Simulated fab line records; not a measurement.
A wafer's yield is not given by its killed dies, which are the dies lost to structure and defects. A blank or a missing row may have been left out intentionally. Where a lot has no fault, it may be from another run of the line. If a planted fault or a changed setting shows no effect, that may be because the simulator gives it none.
Which tool was responsible? + flow berkeleyCmos170 + route of 331 steps, sampled at 1 step: 7 lots, 21 wafers

== WHAT EACH GAUGE READ, for each wafer ==
UCB170_CONTACT_OVL_MEAS_16.
| lot  | measured     | on         | CONTACT_OVL (nm) |
|------|--------------|------------|------------------|
| L599 | day 8 07:49  | overlay-02 | -3 -8 -5         |
| L601 | day 8 12:20  | overlay-01 | -9 -11 -8        |
| L602 | day 9 05:06  | overlay-01 | -1 2 4           |
| L610 | day 10 12:38 | overlay-02 | 4 0 3            |
| L614 | day 11 13:17 | overlay-02 | 0 3 -1           |
| L617 | day 11 18:14 | overlay-02 | -2 -1 -3         |
| L618 | day 12 08:58 | overlay-01 | -7 -6 2          |

== EACH LOT AND THE TOOL THAT RAN IT (in order: tool; ch and the chambers of the sampled wafers; start) ==
The record shows no process step preceding these readings.

== THE ANSWER, worked out from the rows above alone ==
Rule: the usual values come from the lots themselves. Put in order of their means at a reading, lots are off if they are a third of the lots or fewer, leave a main group of 4 or more, and stand apart from it by a gap of 3 or more times the standard deviation of the main group's means; of several such gaps the widest counts. Not used: any main group whose means are identical at the precision the tables above print for the reading. Also off: a lot with no number at a reading for which 4 or more lots have one. Any other lot the step has rows for is counted as sound.
None of the lots is off at any reading shown; this tells nothing.

== WHAT THE SIMULATOR PUT IN ==
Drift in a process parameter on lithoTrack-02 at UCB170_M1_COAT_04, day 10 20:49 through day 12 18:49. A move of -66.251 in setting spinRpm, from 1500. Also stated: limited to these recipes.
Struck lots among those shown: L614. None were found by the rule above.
